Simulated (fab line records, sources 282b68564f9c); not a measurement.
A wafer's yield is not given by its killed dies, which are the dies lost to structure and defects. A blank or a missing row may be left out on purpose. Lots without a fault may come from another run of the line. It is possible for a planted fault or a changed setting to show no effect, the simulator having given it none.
fab line records | flow rit-cmos
record lots=5 wafers=15 last-day=6
route steps=202 shown GATE@83 M1@202
lots that met no fault: taken from a fault-free run of the same line
start-h: hours from the record's first day to the start of the lot's first wafer shown | wait-h: time in hours since the lot's previous step | " unchanged from the row above | L1.1+2: one row covering several wafers at once | - value missing, or start not given | * or withheld: withheld | < > ~ a bound
route shown NAME@n: a module of which the file shows steps, and the number in the route of the first | usual: mean and standard deviation over wafers with no fault | same: alike in all rows | chamber/n: place in a boat | sites: each site's reading | _std_site: the values' standard deviation | _edge_site: inner sites' mean taken away from outer sites' mean | radius-mm: for every site, how far away it sits from the centre of the wafer | mask NAME#n: copy n | behind: the last tool/chamber to shape the wafer | hold: what put the lot on hold/how long, in hours/how the hold closed | device: the n, p or np transistor that did not switch | end of line: the route-end tests of the same wafers | where a step has no rows: the recipe by itself | killed: the dies lost at the first sort to structure and to defects; this is not the yield of the wafer | map: shows each die of a wafer: x if killed, . if not, _ if none is there
set.NAME: the setting that was run; set.NAME@STEP: the one run at that earlier step | model.NAME: the simulator's own value behind a step, which no gauge read
lots seen at some steps along the route; tables by step, rows by wafer
services: when a tool's chamber went out of use (start-h, in hours from the record's first day, below 0 if earlier), for how many hours, and the reason
## steps
# step RIT_GATE_THK_MEAS_07
# recipe reads=SiO2_of_GATE_OXIDATION_05
# usual GATE_OXIDE_THK=3.01/0.061
# columns lot.wafer tool chamber start-h wait-h GATE_OXIDE_THK[nm]
L529.2 film-metro-02 - 40.13 0.0 3.02
L529.3 " - " " 3.05
L529.6 " - " " 3.10
L532.4 film-metro-03 - 55.46 0.0 3.02
L532.5 " - " " 3.06
L532.6 " - " " 3.16
L540.2 film-metro-02 - 97.64 0.0 3.05
L540.4 " - " " 3.12
L540.5 " - " " 3.10
L542.1 film-metro-01 - 105.62 0.0 3.03
L542.4 " - " " 3.03
L542.5 " - " " 2.96
L543.1 film-metro-01 - 112.83 0.0 3.00
L543.2 " - " " 2.99
L543.4 " - " " 2.98
# step RIT_GATE_CVD_08
# recipe material=poly-Si target-thk-nm=250 temp-c=610 precursor=SiH4 time-s=2220 pressure-mtorr=313.6 sih4-flow-sccm=100
# step RIT_GATE_THK_MEAS_09
# recipe reads=poly-Si_of_GATE_CVD_08
# usual GATE_POLY_THK=256.2/2.1
# columns lot.wafer tool chamber start-h wait-h GATE_POLY_THK[nm]
L529.2 film-metro-03 - 41.81 0.0 256.2
L529.3 " - " " 254.1
L529.6 " - " " 255.6
L532.4 film-metro-03 - 57.94 0.0 254.5
L532.5 " - " " 252.4
L532.6 " - " " 253.9
L540.2 film-metro-01 - 99.31 0.0 253.2
L540.4 " - " " 253.8
L540.5 " - " " 254.1
L542.1 film-metro-02 - 108.10 0.0 257.1
L542.4 " - " " 258.2
L542.5 " - " " 257.6
L543.1 film-metro-02 - 114.50 0.0 257.1
L543.2 " - " " 258.5
L543.4 " - " " 256.5
# step RIT_GATE_HMDS_10
# recipe prime-time-s=60 prime-temp-c=140
# step RIT_GATE_COAT_11
# recipe resist=NOVOLAK spin-rpm=4250 resist-thk-nm=850
# step RIT_GATE_SOFTBAKE_12
# recipe resist=NOVOLAK temp-c=90 time-s=60
# step RIT_GATE_EXPOSE_13
# recipe mask-id=M6 na=0.6 source-shape=conventional sigma-outer=0.6 target-cd-nm=150 dose-mj=384.5
# step RIT_GATE_PEB_14
# recipe resist=NOVOLAK temp-c=withheld time-s=withheld
# step RIT_GATE_DEVELOP_15
# recipe resist=NOVOLAK develop-time-s=50 dev-temp-c=23
# step RIT_GATE_CD_MEAS_16
# recipe target-cd-nm=150
# usual cd-nm=149.2/2.8
# columns lot.wafer tool chamber start-h wait-h cd-nm
L529.2 cd-sem-02 - 42.85 - 145.8
L529.3 " - " " 149.0
L529.6 " - " " 147.5
L532.4 cd-sem-01 - 59.01 - 152.9
L532.5 " - " " 153.0
L532.6 " - " " 154.3
L540.2 cd-sem-01 - 100.36 - 152.1
L540.4 " - " " 152.1
L540.5 " - " " 152.4
L542.1 cd-sem-02 - 109.19 - 150.8
L542.4 " - " " 148.5
L542.5 " - " " 147.2
L543.1 cd-sem-02 - 115.54 - 148.2
L543.2 " - " " 148.5
L543.4 " - " " 146.9
# step RIT_GATE_OVL_MEAS_17
# usual GATE_OVL=-0.6/1.4
# columns lot.wafer tool chamber start-h wait-h GATE_OVL[nm]
L529.2 overlay-01 - 42.96 0.1 -1.2
L529.3 " - " " -2.1
L529.6 " - " " -2.0
L532.4 overlay-02 - 59.09 0.1 -0.4
L532.5 " - " " 1.5
L532.6 " - " " -0.5
L540.2 overlay-01 - 100.46 0.1 -2.0
L540.4 " - " " -1.4
L540.5 " - " " -1.1
L542.1 overlay-01 - 109.31 0.1 -0.7
L542.4 " - " " 0.7
L542.5 " - " " 0.5
L543.1 overlay-02 - 115.66 0.1 -2.0
L543.2 " - " " 0.0
L543.4 " - " " 1.2
# step RIT_GATE_HARDBAKE_18
# recipe resist=NOVOLAK temp-c=140 time-s=60
# step RIT_GATE_ETCH_19
# recipe chemistry=SF6/CHF3/O2 time-s=165 SF6_flow_sccm=30 CHF3_flow_sccm=30 O2_flow_sccm=5 target=poly-Si pressure-mtorr=40 rf-w=160 target-depth-a=3125 over-etch-frac=0.25 stop-on=SiO2
# usual drypump-motor-current-A=5.6/0.53 oes-product-au=0.868/0.013 run-length-s=193.3/0.49 throttle-valve-pct=10.17/0.17
# columns lot.wafer tool chamber start-h wait-h drypump-motor-current-A oes-product-au rf-hours-counter-h run-length-s throttle-valve-pct
L529.2 rie-si-01 1 43.22 0.1 6.8 0.862 2 192.7 10.02
L529.3 " 2 " " 5.5 0.877 3 193.7 10.06
L529.6 " 1 " " 6.8 0.858 - 192.9 10.02
L532.4 rie-si-02 0 59.26 0.1 5.0 0.865 2 193.7 10.21
L532.5 " 1 " " 5.8 0.862 - 192.3 9.97
L532.6 " 2 " " 5.2 0.859 - 193.7 10.50
L540.2 rie-si-02 2 100.64 0.1 5.2 0.866 71 193.4 10.50
L540.4 " 3 " " 5.2 0.843 25 193.9 10.14
L540.5 " 0 " " 5.0 0.872 - 194.0 10.22
L542.1 rie-si-02 3 109.50 0.1 5.3 0.858 25 193.6 10.11
L542.4 " 0 " " 5.0 0.879 3 193.8 10.21
L542.5 " 2 " " 5.2 0.858 - 193.3 10.50
L543.1 rie-si-01 3 115.84 0.1 5.4 0.860 0 193.5 10.35
L543.2 " 1 " " 6.8 0.851 3 199.9 10.03
L543.4 " 0 " " 5.9 0.855 119 193.1 10.23
# step RIT_GATE_STRIP_20
# recipe chemistry=O2 time-s=180 resist=NOVOLAK platen-temp-c=withheld power-w=500 pressure-mtorr=4000 o2-flow-sccm=4000
# usual drypump-motor-current-A=5.4/0.44
# columns lot.wafer tool chamber start-h wait-h drypump-motor-current-A rf-hours-counter-h
L529.2 plasma-asher-01 0 43.33 0.1 5.1 40
L529.3 " 1 " " 5.3 -
L529.6 " 0 " " 5.1 -
L532.4 plasma-asher-03 0 59.42 0.1 5.9 -
L532.5 " 0 " " 5.9 -
L532.6 " 1 " " 6.1 -
L540.2 plasma-asher-04 1 100.75 0.1 5.4 47
L540.4 " 1 " " 5.4 -
L540.5 " 0 " " 4.8 -
L542.1 plasma-asher-03 1 109.60 0.1 6.2 33
L542.4 " 0 " " 5.9 -
L542.5 " 1 " " 6.2 -
L543.1 plasma-asher-01 0 115.95 0.1 5.1 47
L543.2 " 1 " " 5.3 47
L543.4 " 0 " " 5.1 -
# step RIT_M1_PROBE_99
# usual killed-at-contacts=0.1/0.31 killed-at-front-end=7/3.2 killed-dies=7/3.2 killed-open=3.6/1.9 killed-short=3.6/2
# same gross-dies=264 killed_at_M0_to_M3=0 killed_at_M4_up=0 killed-at-back-side=0 killed-at-other=0
# columns lot.wafer tool chamber start-h wait-h killed-at-contacts killed-at-front-end killed-dies killed-open killed-short model.etest.poly-comb-over-steps.leak-log10-a-um
L529.2 prober-01 - 64.11 0.1 1 3 4 2 2 -12.8
L529.3 prober-01 - 64.16 0.2 0 4 4 1 3 -12.81
L529.6 prober-01 - 64.31 0.2 1 4 5 1 4 -12.68
L532.4 prober-02 - 80.13 0.2 1 5 6 2 4 -12.86
L532.5 prober-02 - 80.18 0.2 1 5 6 4 2 -12.73
L532.6 prober-02 - 80.23 0.2 1 3 4 4 0 -11.8
L540.2 prober-02 - 121.43 0.1 0 11 11 5 5 -12.54
L540.4 prober-02 - 121.53 0.2 0 13 13 5 6 -12.76
L540.5 prober-02 - 121.58 0.2 0 8 8 2 6 -12.79
L542.1 prober-02 - 130.65 0.1 0 9 9 4 5 -12.68
L542.4 prober-02 - 130.80 0.2 0 6 6 5 1 -12.69
L542.5 prober-02 - 130.85 0.2 0 9 9 5 4 -11.45
L543.1 prober-01 - 136.37 0.1 0 12 12 4 8 -11.92
L543.2 prober-01 - 136.42 0.1 0 13 13 7 6 -12.77
L543.4 prober-01 - 136.52 0.2 0 6 6 4 2 -12.14
# killed by level:class
L529.2 GATE:geometric-particle:open=1 GATE:geometric-particle:short=1 SILICIDE:geometric-particle:open=1 CONTACT:geometric-particle:short=1
L529.3 GATE:geometric-particle:short=2 FOX1:geometric-particle:open=1 SILICIDE:geometric-particle:short=1
L529.6 SILICIDE:geometric-particle:short=2 GATE:geometric-particle:short=1 SPACER:geometric-particle:short=1 CONTACT:geometric-particle:open=1
L532.4 REOX:geometric-particle:short=2 GATE:geometric-particle:short=1 REOX:geometric-particle:open=1 SPACER:geometric-particle:open=1 CONTACT:geometric-particle:short=1
L532.5 FOX1:geometric-particle:open=1 REOX:geometric-particle:open=1 REOX:geometric-particle:short=1 SPACER:geometric-particle:short=1 SILICIDE:geometric-particle:open=1 CONTACT:geometric-particle:open=1
L532.6 GATE:geometric-particle:open=1 REOX:geometric-particle:open=1 SPACER:geometric-particle:open=1 CONTACT:geometric-particle:open=1
L540.2 GATE:geometric-particle:short=2 REOX:geometric-particle:short=2 REOX:geometric-particle:open=2 SILICIDE:geometric-particle:open=2 FOX1:geometric-particle:short=1 GATE:geometric-particle:open=1 PRETRO:coat-microbubble-printed=1
L540.4 FOX1:geometric-particle:open=4 FOX1:geometric-particle:short=2 SPACER:geometric-particle:short=2 PRETRO:coat-microbubble-printed=2 GATE:geometric-particle:short=1 REOX:geometric-particle:open=1 REOX:geometric-particle:short=1
L540.5 GATE:geometric-particle:short=3 ACTIVE:geometric-particle:short=1 FOX1:geometric-particle:short=1 GATE:geometric-particle:open=1 REOX:geometric-particle:open=1 SPACER:geometric-particle:short=1
L542.1 GATE:geometric-particle:short=2 ACTIVE:geometric-particle:open=1 FOX2:geometric-particle:open=1 FOX2:geometric-particle:short=1 GATE:geometric-particle:open=1 SPACER:geometric-particle:short=1 SPACER:geometric-particle:open=1 SILICIDE:geometric-particle:short=1
L542.4 REOX:geometric-particle:open=3 GATE:geometric-particle:open=2 SPACER:geometric-particle:short=1
L542.5 FOX1:geometric-particle:short=2 FOX1:geometric-particle:open=2 SILICIDE:geometric-particle:short=2 FOX2:geometric-particle:open=1 SPACER:geometric-particle:open=1 SILICIDE:geometric-particle:open=1
L543.1 GATE:geometric-particle:short=5 REOX:geometric-particle:short=2 FOX1:geometric-particle:open=1 FOX2:geometric-particle:open=1 GATE:geometric-particle:open=1 SPACER:geometric-particle:short=1 SPACER:geometric-particle:open=1
L543.2 FOX1:geometric-particle:short=3 GATE:geometric-particle:open=3 SILICIDE:geometric-particle:short=2 SILICIDE:geometric-particle:open=2 FOX1:geometric-particle:open=1 GATE:geometric-particle:short=1 SPACER:geometric-particle:open=1
L543.4 GATE:geometric-particle:open=2 SILICIDE:geometric-particle:open=2 FOX1:geometric-particle:short=1 GATE:geometric-particle:short=1
## services
# columns tool chamber start-h hours kind
rie-si-01 3 55.63 - clean
rie-si-01 3 55.63 24.7 scheduled-down
rie-si-01 3 55.63 24.7 vent-cycle
plasma-asher-01 - 71.10 1.1 repair
rie-si-01 - 74.55 2.8 pm
rie-si-02 2 86.26 2.5 repair
plasma-asher-04 - 93.70 0.7 repair
plasma-asher-04 - 108.75 9.0 pm
plasma-asher-04 0 108.75 9.0 vent-cycle
plasma-asher-04 1 108.75 9.0 vent-cycle
## key
first-sign step=RIT_GATE_ETCH_19 reading=run-length-s direction=up sigmas=13 usual=* struck=*
effect none on later readings
model-effect step=RIT_M1_PROBE_99 value=etest.poly-comb-over-steps.leak-log10-a-um without=-11.43 struck=-12.77
met-at RIT_GATE_ETCH_19
struck-wafers L543.2
tester-left-out L543
onset-between 43.22 115.84
fault kind=process-parameter-drift tool=rie-si-01 chamber=1 onset-h=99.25 steps=RIT_GATE_ETCH_19 channel=time-s offset=* shape=step end-h=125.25 stated=*
# tester-left-out: of these lots the tester's yield and bins aren't shown, on N5 and GAA mostly nor the transistor test; their killed dies are dies lost to structure and defects alone, not to doping, threshold or leakage, so they don't give the yield
